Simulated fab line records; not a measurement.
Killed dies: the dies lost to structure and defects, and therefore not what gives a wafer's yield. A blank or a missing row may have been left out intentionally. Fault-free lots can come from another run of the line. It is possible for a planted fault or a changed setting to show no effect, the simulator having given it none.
Comparing a struck lot with a sound one -- flow berkeleyCmos170 -- 15 out of 331 route steps
Sound: these wafers, L936.2, L936.4, L936.6. Wafers L948.2, L948.3, L948.5 were the ones struck. Last of all comes the cause.
Per side, at each step with rows, come the tool, then ch with its chambers, and then its first start. Under that, the readings that differ: sound wafers -- struck wafers -- difference of the means -- sigmas: that difference in standard deviations of wafers without a fault.
alike: readings with means less than 2 such deviations apart, plus words and numbers identical on both sides. not compared: withheld readings, readings lacking a value on some wafer, bounds such as >300 that could conceal the same value, and numbers that have no deviation in the record and whose values overlap.
A row with sigmas, a row that says differs or no value, or rows on one side alone: a step with any of these is where the two part. When numbers do not overlap yet have no deviation, they are printed without sigmas and do not part them. Lack of a reading on every wafer of one side parts them only where that side has two or more wafers.

first, 3 steps without rows for these wafers: UCB170_PSD_EXPOSE_03 (exposes mask PSELECT MOD, target cd 1200 nm); UCB170_PSD_PEB_04; UCB170_PSD_DEVELOP_05 (develop time 45 s).
UCB170_PSD_CD_MEAS_06 targets a cd of 1200 nm.
  sound on cdSem-01, day 8 08:41; struck on cdSem-02, day 11 01:31
reading,sound,struck,difference,sigmas
cdNm (nm),1197.4 1197.0 1197.2,1200.3 1201.3 1200.1,+3.4,+2
UCB170_PSD_OVL_MEAS_07:
  sound on overlay-02, day 8 08:47; struck on overlay-01, day 11 01:37
  alike: PSD_OVL
following that, these wafers have no rows for 1 step: UCB170_PSD_IMPLANT_08.
UCB170_PSD_STRIP_09: strips in O2.
  sound on plasmaAsher-03 ch 0,1, day 8 08:58; struck on plasmaAsher-03 ch 0,1, day 11 01:47
  alike: drypumpMotorCurrentA, oesProductAu, stripTimeToEndpointS
  not compared: rfHoursCounterH
UCB170_PSD_TW_MEAS_10:
  sound on filmMetro-01, day 8 09:05; struck on filmMetro-02, day 11 01:54
reading,sound,struck,difference,sigmas
PSD_TW,2333 2336 2327,2272 2280 2270,-58,-2
then, 4 steps without rows for these wafers: UCB170_PSD_CLEAN_11 (cleans in SPM, time 600 s); UCB170_NSD_HMDS_00 (prime time 60 s); UCB170_NSD_COAT_01 (resist thk 900 nm); UCB170_NSD_SOFTBAKE_02 (time 60 s).
UCB170_NSD_EXPOSE_03: exposes mask NSELECT MOD, target cd 1200 nm.
  sound on krfScanner-01 ch 0, day 8 12:22; struck on krfScanner-01 ch 0, day 11 04:41
reading,sound,struck,difference,sigmas
exposureDoseMJCm2,29.981 29.976 29.979,29.668 29.671 29.679,-0.306,-11
  alike: mask
then, 2 steps without rows for these wafers: UCB170_NSD_PEB_04; UCB170_M3_PROBE_99.

== WHERE THEY PART ==
First at UCB170_PSD_CD_MEAS_06; last, within this record, at UCB170_NSD_EXPOSE_03.

WHY: what had been put in by the simulator
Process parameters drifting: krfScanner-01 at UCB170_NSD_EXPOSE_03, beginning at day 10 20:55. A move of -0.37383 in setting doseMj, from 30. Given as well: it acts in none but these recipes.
